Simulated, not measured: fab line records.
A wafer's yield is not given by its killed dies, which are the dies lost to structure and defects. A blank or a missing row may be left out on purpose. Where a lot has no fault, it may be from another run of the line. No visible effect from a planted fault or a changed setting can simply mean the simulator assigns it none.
Which tool was responsible? / flow ritCmos / Sampling: 6 lots, 18 wafers, 3 of 202 route steps

## WHAT EACH GAUGE READ, for each wafer
RIT_M1_RS_MEAS_01: a four-point-probe measurement.
lot=L164; measured=day 4 04:43; on=filmMetro-03; M1_AL_RS (ohm/sq)=0.0733 0.0738 0.0742
lot=L167; measured=day 4 13:35; on=filmMetro-03; M1_AL_RS (ohm/sq)=0.0748 0.0740 0.0749
lot=L169; measured=day 5 03:26; on=filmMetro-02; M1_AL_RS (ohm/sq)=0.0730 0.0731 0.0734
lot=L171; measured=day 5 11:51; on=filmMetro-04; M1_AL_RS (ohm/sq)=0.1213 0.0748 0.0742
lot=L178; measured=day 6 20:59; on=filmMetro-04; M1_AL_RS (ohm/sq)=0.0727 0.0739 0.0733
lot=L184; measured=day 8 00:23; on=filmMetro-02; M1_AL_RS (ohm/sq)=0.0734 0.0732 0.0729

## EACH LOT AND THE TOOL THAT RAN IT (in order: tool; ch and the chambers of the sampled wafers; start)
lot=L164; RIT_GATE_STRIP_20=plasmaAsher-01 ch 0,1, day 3 10:22; RIT_M1_SPUTTER_00=pvdSputter-04, day 4 04:24
lot=L167; RIT_GATE_STRIP_20=plasmaAsher-01 ch 0,1, day 3 19:38; RIT_M1_SPUTTER_00=pvdSputter-02, day 4 13:18
lot=L169; RIT_GATE_STRIP_20=plasmaAsher-01 ch 0,1, day 4 10:59; RIT_M1_SPUTTER_00=pvdSputter-04, day 5 03:08
lot=L171; RIT_GATE_STRIP_20=plasmaAsher-01 ch 0,1, day 4 16:56; RIT_M1_SPUTTER_00=pvdSputter-04, day 5 11:33
lot=L178; RIT_GATE_STRIP_20=plasmaAsher-04 ch 0,1, day 6 04:43; RIT_M1_SPUTTER_00=pvdSputter-02, day 6 20:41
lot=L184; RIT_GATE_STRIP_20=plasmaAsher-02 ch 0,1, day 7 08:22; RIT_M1_SPUTTER_00=pvdSputter-01, day 8 00:05
- RIT_GATE_STRIP_20: strips in O2, time 180 s.
- RIT_M1_SPUTTER_00: material Al, target thk 400 nm, time 500 s.

## THE ANSWER, worked out from the rows above alone
Rule: the usual values come from the lots themselves. The widest of any qualifying gaps counts: lots, ordered by their means at a reading, are off when they make up no more than a third of the lots, leave a main group of 4 or more, and stand apart from it by 3 or more times the standard deviation of that group's means. A main group is skipped when, at the precision printed for the reading in the tables above, its means are all equal. A lot without any number at a reading at which 4 lots or more have one is off too. Where the step has rows for the other lots, those lots are counted as sound.
Off: L171, seen at RIT_M1_RS_MEAS_01 (M1_AL_RS). Mean 0.0736 ohm/sq and standard deviation 0.00053 in the main group.
A tool fits if, at a process step before that reading, it ran every lot that is off, and no sound lot after the first of them. Those tools and the gauges at RIT_M1_RS_MEAS_01 are tried in the same way. This does not decide it: 2 tools fit, namely plasmaAsher-01 at RIT_GATE_STRIP_20 and pvdSputter-04 at RIT_M1_SPUTTER_00.

## WHAT WAS PUT IN BY THE SIMULATOR
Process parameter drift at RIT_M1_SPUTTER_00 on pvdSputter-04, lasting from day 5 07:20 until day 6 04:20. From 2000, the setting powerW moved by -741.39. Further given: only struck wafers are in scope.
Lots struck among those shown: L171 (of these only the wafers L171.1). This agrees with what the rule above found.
